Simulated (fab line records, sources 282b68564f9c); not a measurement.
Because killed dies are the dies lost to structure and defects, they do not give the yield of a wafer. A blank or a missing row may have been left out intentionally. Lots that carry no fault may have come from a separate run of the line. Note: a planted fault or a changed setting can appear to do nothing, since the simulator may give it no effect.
One fault through the eyes of 2 desks | flow ritCmos | every desk sees just its own numbers, and what lay behind them comes last

THE METROLOGY DESK
What the gauges read, lot by lot, whatever tool the lot ran on: means of the sampled wafers that have a number. Any lot whose mean is over 4 standard deviations away from the usual mean is out of limits and marked OUT; that distance is given in the brackets.
Columns: A = PRETRO_TW at RIT_PRETRO_TW_MEAS_10, usual 476.1
lot  | first seen here | A
L140 | day 2 08:14     | 477.5
L141 | day 2 13:18     | 471.8
L142 | day 2 18:20     | 478.0
L144 | day 3 03:23     | 476.4
L145 | day 3 09:42     | 477.4
L146 | day 3 13:45     | 481.5
L152 | day 4 19:21     | 458.8 (-6.4) OUT
L153 | day 5 00:10     | 477.9
L156 | day 5 17:26     | 457.9 (-6.8) OUT
L157 | day 5 21:00     | 479.5
L158 | day 6 01:22     | 473.4
L159 | day 6 07:56     | 475.3
L162 | day 6 21:07     | 473.8
L163 | day 7 02:20     | 472.3
This desk reports L152, L156 out of limits; the earliest was L152 at day 4 19:21 (PRETRO_TW at RIT_PRETRO_TW_MEAS_10). In limits: L140, L141, L142, L144, L145, L146, L153, L157, L158, L159, L162, L163.

THE TOOL OWNER'S DESK: implanter-04
The tool's own readings at RIT_PRETRO_IMPLANT_08: means of the sampled wafers that have a number, for each lot that ran on this tool. Any lot whose mean is over 4 standard deviations away from the usual mean is out of limits and marked OUT; that distance is given in the brackets.
Columns: A = beamOnS at RIT_PRETRO_IMPLANT_08, usual 10.03 s; B = doseIonsCm2 at RIT_PRETRO_IMPLANT_08, usual 1.1996e+13; C = faradayCurrentUA at RIT_PRETRO_IMPLANT_08, usual 37.9
lot  | first seen here | A     | B                            | C
L140 | day 2 07:56     | 9.99  | 1.1988e+13                   | 38.1
L145 | day 3 09:22     | 10.08 | 1.1991e+13                   | 37.8
L146 | day 3 13:25     | 10.21 | 1.1993e+13                   | 37.3
L152 | day 4 19:01     | 10.08 | 1.0548e+13 (-99 or more) OUT | 33.3 (-6.2) OUT
L156 | day 5 17:09     | 10.01 | 1.0564e+13 (-99 or more) OUT | 33.4 (-6.1) OUT
This desk's verdict: out of limits on L152, L156, starting with L152 at day 4 19:01 (doseIonsCm2 at RIT_PRETRO_IMPLANT_08). In limits: L140, L145, L146.

PUT TOGETHER
An alarm could have come from the tool owner's desk at day 4 19:01, on L152, L156.
An alarm was possible from the metrology desk at day 4 19:21, on L152, L156.
All the named lots went through RIT_PRETRO_IMPLANT_08 on implanter-04.

WHAT THE SIMULATOR HAD INSERTED
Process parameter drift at RIT_PRETRO_IMPLANT_08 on implanter-04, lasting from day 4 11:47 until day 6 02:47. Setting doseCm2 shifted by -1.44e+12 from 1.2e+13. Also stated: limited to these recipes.
Lots struck among those shown: L152, L156.
Delay (hours) between the fault's onset and each desk's first out-of-limits reading: 7 at the tool owner's desk, 8 at the metrology desk.
